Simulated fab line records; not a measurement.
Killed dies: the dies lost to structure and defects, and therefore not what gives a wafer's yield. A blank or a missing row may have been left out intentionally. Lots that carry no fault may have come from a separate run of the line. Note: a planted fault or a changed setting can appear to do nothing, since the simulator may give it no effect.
A struck lot beside a sound one	flow berkeleyCmos170	15 steps out of a route of 331
Sound: the wafers L873.1, L873.2, L873.3. Struck: wafers L879.1, L879.5, L879.6. At the end, the cause is stated.
Order at every step that has rows: each side's tool, ch and its chambers, its first start. Under that, the readings that differ: sound wafers	struck wafers	difference of the means	sigmas: that difference in standard deviations of wafers without a fault.
alike: readings with means less than 2 such deviations apart, plus words and numbers identical on both sides. not compared: withheld readings, readings lacking a value on some wafer, bounds such as >300 that could conceal the same value, and numbers that have no deviation in the record and whose values overlap.
A row with sigmas, a row that says differs or no value, or rows on one side alone: a step with any of these is where the two part. When numbers do not overlap yet have no deviation, they are printed without sigmas and do not part them. A reading that every wafer of one side lacks parts them only if that side has two wafers or more.

first, 6 steps without rows for these wafers: UCB170_PLDD_HMDS_00 (prime time 60 s); UCB170_PLDD_COAT_01 (resist thk 900 nm); UCB170_PLDD_SOFTBAKE_02 (time 60 s); UCB170_PLDD_EXPOSE_03 (exposes mask PSELECT, target cd 1200 nm); UCB170_PLDD_PEB_04; UCB170_PLDD_DEVELOP_05 (develop time 45 s).
UCB170_PLDD_CD_MEAS_06 targets a cd of 1200 nm.
  sound: cdSem-02 at day 6 14:52; struck: cdSem-02 at day 7 23:09
  alike: cdNm
UCB170_PLDD_OVL_MEAS_07:
  sound: overlay-02 at day 6 14:59; struck: overlay-02 at day 7 23:16
  alike: PLDD_OVL
then, 2 steps without rows for these wafers: UCB170_PLDD_IMPLANT_08; UCB170_PLDD_IMPLANT_09.
UCB170_PLDD_STRIP_10: strips in O2.
  sound on plasmaAsher-03 ch 0,1, day 6 15:20; struck on plasmaAsher-02 ch 0,1, day 7 23:37
  alike: drypumpMotorCurrentA, oesProductAu, stripTimeToEndpointS
  not compared: rfHoursCounterH
UCB170_PLDD_TW_MEAS_11:
  sound: filmMetro-01 at day 6 15:26; struck: filmMetro-02 at day 7 23:43
  alike: PLDD_TW
UCB170_PLDD_CLEAN_12: cleans in SPM, time 600 s.
  sound on wetBench-04 ch 0, day 6 15:29; struck on wetBench-03 ch 2, day 7 23:46
  no value came back on the struck wafers for bathGuardTempC (C), bathHeatDutyPct (%); on the sound wafers bathGuardTempC (C) reads 121.2 121.0 121.5
then, 2 steps without rows for these wafers: UCB170_NLDD_HMDS_00 (prime time 60 s); UCB170_M3_PROBE_99.

## WHERE THEY PART
Only at UCB170_PLDD_CLEAN_12, as far as this record shows.

WHY: the cause the simulator had injected
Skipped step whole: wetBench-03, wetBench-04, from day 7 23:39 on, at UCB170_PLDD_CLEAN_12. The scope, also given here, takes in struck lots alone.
